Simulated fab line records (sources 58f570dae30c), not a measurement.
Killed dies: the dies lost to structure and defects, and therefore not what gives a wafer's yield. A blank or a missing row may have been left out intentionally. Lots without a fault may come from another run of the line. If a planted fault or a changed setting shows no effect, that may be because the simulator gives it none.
2 desks, one fault    flow berkeley cmos170    only its own numbers are on each desk; what lay behind them is given at the end

== METROLOGY DESK ==
What the gauges read, lot by lot, whatever tool the lot ran on: means of the sampled wafers that have a number. If a lot's mean is further than 4 standard deviations from the usual mean, the lot is out of limits and carries the mark OUT (the distance appears in the brackets).
Columns: A = M2_AL_THK at UCB170_M2_THK_MEAS_03, usual 905 nm; B = V2_POLISHED_THK at UCB170_V2_THK_MEAS_04, usual 1000.4 nm
lot   first seen here  A    B
L402  day 8 07:37      905  1001.3
L410  day 10 08:56     903  -
L412  day 10 10:01     900  -
L414  day 10 12:05     891  999.3
L417  day 11 11:36     907  999.6
L416  day 11 15:23     902  998.6
L419  day 12 00:57     904  1001.1
L420  day 12 02:15     913  997.8
L418  day 12 02:19     903  1001.0
L421  day 12 10:19     918  1001.4
L424  day 13 00:46     901  1000.0
L425  day 13 02:14     911  999.4
L422  day 13 03:43     921  1002.0
L423  day 13 04:47     907  1002.9
This desk's finding: nothing out of limits on any of the 14 lots.

== DESK OF THE TOOL OWNER: litho track-03 ==
The tool's own readings at UCB170_M2_DEVELOP_14 (develop time 45 s): means of the sampled wafers that have a number, for each lot that ran on this tool. If a lot's mean is further than 4 standard deviations from the usual mean, the lot is out of limits and carries the mark OUT (the distance appears in the brackets).
Columns: A = chill plate temp C at UCB170_M2_DEVELOP_14, usual 23.00 C
lot   first seen here  A
L402  day 8 09:00      23.08
L414  day 10 14:00     23.01
L417  day 11 13:00     22.90
L424  day 13 03:00     23.08
L422  day 13 06:00     23.02
This desk's finding: nothing out of limits on any of the 5 lots.

== BROUGHT TOGETHER ==
From the metrology desk's view, nothing was out of limits.
The desk of the tool owner found nothing out of limits.

== WHAT THE SIMULATOR HAD INSERTED ==
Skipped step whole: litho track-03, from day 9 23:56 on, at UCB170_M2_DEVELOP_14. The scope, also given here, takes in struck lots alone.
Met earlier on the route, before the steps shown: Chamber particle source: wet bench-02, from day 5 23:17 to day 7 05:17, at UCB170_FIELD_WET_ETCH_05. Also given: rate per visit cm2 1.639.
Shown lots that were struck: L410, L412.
